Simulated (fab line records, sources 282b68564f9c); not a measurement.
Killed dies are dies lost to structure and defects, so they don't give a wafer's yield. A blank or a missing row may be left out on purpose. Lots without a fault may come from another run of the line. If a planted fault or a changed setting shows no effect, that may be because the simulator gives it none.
Split-lot study / flow rit cmos / 23 wafers read from 5 lots, route of 202 steps

THE SPLIT
At RIT_PRETRO_COAT_01 (resist thk 1300 nm), the setting resist thk nm was moved away from the recipe's 1300 nm on 6 of the 23 wafers read, by +2.0% to +2.2%. For the rest of the wafers, this setting stayed at what the recipe calls for.

FROM THE SPLIT TO THE READING: what the file shows between them, 3 steps
- RIT_PRETRO_SOFTBAKE_02: time 60 s
- RIT_PRETRO_EXPOSE_03: exposes mask M5, target cd 43700 nm
- RIT_PRETRO_DEVELOP_05: develop time 68 s

THE READING
NOVOLAK_of_PRETRO_COAT_01.thk nm (the simulator's own value, which no gauge read), in nm, at RIT_PRETRO_HARDBAKE_07 (time 120 s). The file does not state a usual value for it. The 17 wafers here that ran the recipe average 1139 nm, standard deviation 2.9 nm.

wafer=L074.2; tool, chamber at the split=litho track-03, 0; resist thk nm as run, nm=1328; against the recipe=+2.2%; NOVOLAK_of_PRETRO_COAT_01.thk nm, nm=1161; against lot-mates on the recipe=+24
wafer=L074.3; tool, chamber at the split=litho track-03, 0; resist thk nm as run, nm=1300; against the recipe=recipe; NOVOLAK_of_PRETRO_COAT_01.thk nm, nm=1139; against lot-mates on the recipe=-
wafer=L074.4; tool, chamber at the split=litho track-03, 0; resist thk nm as run, nm=1328; against the recipe=+2.2%; NOVOLAK_of_PRETRO_COAT_01.thk nm, nm=1162; against lot-mates on the recipe=+25
wafer=L074.6; tool, chamber at the split=litho track-03, 0; resist thk nm as run, nm=1328; against the recipe=+2.2%; NOVOLAK_of_PRETRO_COAT_01.thk nm, nm=1162; against lot-mates on the recipe=+25
wafer=L074.5; tool, chamber at the split=litho track-03, 0; resist thk nm as run, nm=1300; against the recipe=recipe; NOVOLAK_of_PRETRO_COAT_01.thk nm, nm=1135; against lot-mates on the recipe=-
wafer=L076.1; tool, chamber at the split=litho track-03, 0; resist thk nm as run, nm=1300; against the recipe=recipe; NOVOLAK_of_PRETRO_COAT_01.thk nm, nm=1141; against lot-mates on the recipe=-
wafer=L076.2; tool, chamber at the split=litho track-03, 0; resist thk nm as run, nm=1300; against the recipe=recipe; NOVOLAK_of_PRETRO_COAT_01.thk nm, nm=1140; against lot-mates on the recipe=-
wafer=L076.3; tool, chamber at the split=litho track-03, 0; resist thk nm as run, nm=1300; against the recipe=recipe; NOVOLAK_of_PRETRO_COAT_01.thk nm, nm=1142; against lot-mates on the recipe=-
wafer=L076.4; tool, chamber at the split=litho track-03, 0; resist thk nm as run, nm=1300; against the recipe=recipe; NOVOLAK_of_PRETRO_COAT_01.thk nm, nm=1137; against lot-mates on the recipe=-
wafer=L076.5; tool, chamber at the split=litho track-03, 0; resist thk nm as run, nm=1300; against the recipe=recipe; NOVOLAK_of_PRETRO_COAT_01.thk nm, nm=1139; against lot-mates on the recipe=-
wafer=L077.1; tool, chamber at the split=litho track-04, 0; resist thk nm as run, nm=1300; against the recipe=recipe; NOVOLAK_of_PRETRO_COAT_01.thk nm, nm=1137; against lot-mates on the recipe=-
wafer=L077.2; tool, chamber at the split=litho track-04, 0; resist thk nm as run, nm=1326; against the recipe=+2.0%; NOVOLAK_of_PRETRO_COAT_01.thk nm, nm=1161; against lot-mates on the recipe=+24
wafer=L077.6; tool, chamber at the split=litho track-04, 0; resist thk nm as run, nm=1326; against the recipe=+2.0%; NOVOLAK_of_PRETRO_COAT_01.thk nm, nm=1161; against lot-mates on the recipe=+24
wafer=L077.4; tool, chamber at the split=litho track-04, 0; resist thk nm as run, nm=1300; against the recipe=recipe; NOVOLAK_of_PRETRO_COAT_01.thk nm, nm=1138; against lot-mates on the recipe=-
wafer=L077.5; tool, chamber at the split=litho track-04, 0; resist thk nm as run, nm=1326; against the recipe=+2.0%; NOVOLAK_of_PRETRO_COAT_01.thk nm, nm=1159; against lot-mates on the recipe=+22
wafer=L082.1; tool, chamber at the split=litho track-04, 0; resist thk nm as run, nm=1300; against the recipe=recipe; NOVOLAK_of_PRETRO_COAT_01.thk nm, nm=1133; against lot-mates on the recipe=-
wafer=L082.2; tool, chamber at the split=litho track-04, 0; resist thk nm as run, nm=1300; against the recipe=recipe; NOVOLAK_of_PRETRO_COAT_01.thk nm, nm=1137; against lot-mates on the recipe=-
wafer=L082.3; tool, chamber at the split=litho track-04, 0; resist thk nm as run, nm=1300; against the recipe=recipe; NOVOLAK_of_PRETRO_COAT_01.thk nm, nm=1139; against lot-mates on the recipe=-
wafer=L083.1; tool, chamber at the split=litho track-01, 0; resist thk nm as run, nm=1300; against the recipe=recipe; NOVOLAK_of_PRETRO_COAT_01.thk nm, nm=1144; against lot-mates on the recipe=-
wafer=L083.3; tool, chamber at the split=litho track-01, 0; resist thk nm as run, nm=1300; against the recipe=recipe; NOVOLAK_of_PRETRO_COAT_01.thk nm, nm=1143; against lot-mates on the recipe=-
wafer=L083.4; tool, chamber at the split=litho track-01, 0; resist thk nm as run, nm=1300; against the recipe=recipe; NOVOLAK_of_PRETRO_COAT_01.thk nm, nm=1142; against lot-mates on the recipe=-
wafer=L083.5; tool, chamber at the split=litho track-01, 0; resist thk nm as run, nm=1300; against the recipe=recipe; NOVOLAK_of_PRETRO_COAT_01.thk nm, nm=1142; against lot-mates on the recipe=-
wafer=L083.6; tool, chamber at the split=litho track-01, 0; resist thk nm as run, nm=1300; against the recipe=recipe; NOVOLAK_of_PRETRO_COAT_01.thk nm, nm=1141; against lot-mates on the recipe=-

FIT RESULTS
A straight line over all 23 wafers: NOVOLAK_of_PRETRO_COAT_01.thk nm changes by +10.4 nm for each +1% of resist thk nm; r = +0.97; the points scatter about the line by 2.6 nm.
The same after taking each lot's own level away (the mean of its wafers on the recipe; 23 wafers): +11.4 nm for each +1%; r = +0.99; scatter 1.6 nm.
That fit puts the effect of the largest move of resist thk nm on the reading at 25 nm.
Measured against the standard deviation above, the lots' own levels, which go from 1136.3 to 1142.4 nm, span 2.1 times it.
So the lot-to-lot level changes the slope little: the two slopes agree.
Check: with one of the wafers moved furthest among these (+2.2%) left out of the fit, the line predicts +24.8 nm for it against its lot-mates. It came out at +24 nm against them.

FURTHER SPLITS ON THESE WAFERS
Other splits were also applied to these wafers ahead of the reading. Each is held against what the fit with the lots' levels taken away leaves over:
other split on the same wafers=RIT_ACTIVE_CVD_03 time s; wafers away from the commonest value=10; r with NOVOLAK_of_PRETRO_COAT_01.thk nm (lot level and that fit taken away)=+0.00
other split on the same wafers=RIT_ACTIVE_COAT_06 spin rpm; wafers away from the commonest value=7; r with NOVOLAK_of_PRETRO_COAT_01.thk nm (lot level and that fit taken away)=+0.16
other split on the same wafers=RIT_ACTIVE_ETCH_13 pressure mtorr; wafers away from the commonest value=15; r with NOVOLAK_of_PRETRO_COAT_01.thk nm (lot level and that fit taken away)=+0.01
other split on the same wafers=RIT_NWELL_IMPLANT_08 dose cm2; wafers away from the commonest value=6; r with NOVOLAK_of_PRETRO_COAT_01.thk nm (lot level and that fit taken away)=+0.06
other split on the same wafers=RIT_PWELL_STRIP_09 o2 flow sccm; wafers away from the commonest value=9; r with NOVOLAK_of_PRETRO_COAT_01.thk nm (lot level and that fit taken away)=-0.21
other split on the same wafers=RIT_NRETRO_COAT_01 spin rpm; wafers away from the commonest value=7; r with NOVOLAK_of_PRETRO_COAT_01.thk nm (lot level and that fit taken away)=-0.04
other split on the same wafers=RIT_NRETRO_DEVELOP_05 develop time s; wafers away from the commonest value=7; r with NOVOLAK_of_PRETRO_COAT_01.thk nm (lot level and that fit taken away)=+0.07

THE WHOLE CHAIN: every reading that the file lists as answering this split, in the file's order
step=RIT_PRETRO_COAT_01; what it does=resist thk 1300 nm; reading=NOVOLAK_of_PRETRO_COAT_01.thk nm (the simulator's own value, which no gauge read); change (the file's fit)=+13.2 nm for each +1% of the setting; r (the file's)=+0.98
step=RIT_PRETRO_HARDBAKE_07; what it does=time 120 s; reading=NOVOLAK_of_PRETRO_COAT_01.thk nm (the simulator's own value, which no gauge read); change (the file's fit)=+11.4 nm for each +1% of the setting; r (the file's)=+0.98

FILE'S OWN FIT
NOVOLAK_of_PRETRO_COAT_01.thk nm changes by +11.4 nm for each +1% of resist thk nm, r = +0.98.
